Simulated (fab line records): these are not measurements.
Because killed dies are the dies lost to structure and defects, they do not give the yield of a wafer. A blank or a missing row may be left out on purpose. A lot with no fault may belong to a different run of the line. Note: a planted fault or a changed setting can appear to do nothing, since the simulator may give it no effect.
Matching of chambers    flow berkeley-cmos170    4 sister chambers for UCB170_SPACER_ETCHBACK_03 on rie-diel-02
The step etches SiO2 in CHF3/CF4/Ar, stops on Si, target depth 376 nm, time 100 s. 8 wafers are shown with their chamber, then 7 later ones without.

## WAFERS, EACH WITH ITS CHAMBER
wafer   chamber  drypump-motor-current-A (A)  throttle-valve-pct (%)
L567.2  0        5.4                          6.46
L571.5  1        6.0                          6.69
L573.6  2        5.2                          6.53
L576.2  1        5.9                          6.69
L576.4  3        5.1                          6.36
L576.5  2        5.2                          6.55
L583.2  3        5.1                          6.34
L583.5  0        5.4                          6.43

## WAFERS WITHOUT THEIR CHAMBER
wafer   drypump-motor-current-A (A)  throttle-valve-pct (%)
L583.6  6.0                          6.70
L581.1  6.0                          6.68
L581.4  5.1                          6.34
L581.5  5.1                          6.35
L590.2  5.1                          6.34
L590.4  5.2                          6.55
L590.5  5.4                          6.45

## CHAMBER TAKEN BY EACH
wafer   from the rows above  in truth
L583.6  1                    1
L581.1  1                    1
L581.4  3                    3
L581.5  3                    3
L590.2  3                    3
L590.4  2                    2
L590.5  0                    0
7 of 7 placed correctly. Can't be placed from these rows: 0. Wrongly placed: 0.
How it was worked out, from the rows above alone: a wafer's distance from a chamber is the root of the sum, over the readings, of the square of ((its reading less the chamber's mean) divided by the reading's scatter). If the next closest chamber is less than 2 further off than the closest, the wafer can't be placed; otherwise it belongs to the closest. Each chamber's mean is taken over the wafers shown for it. The scatter is the square root of a quotient: the sum, over the shown wafers, of each reading's squared deviation from its chamber's mean, divided by wafers minus chambers.
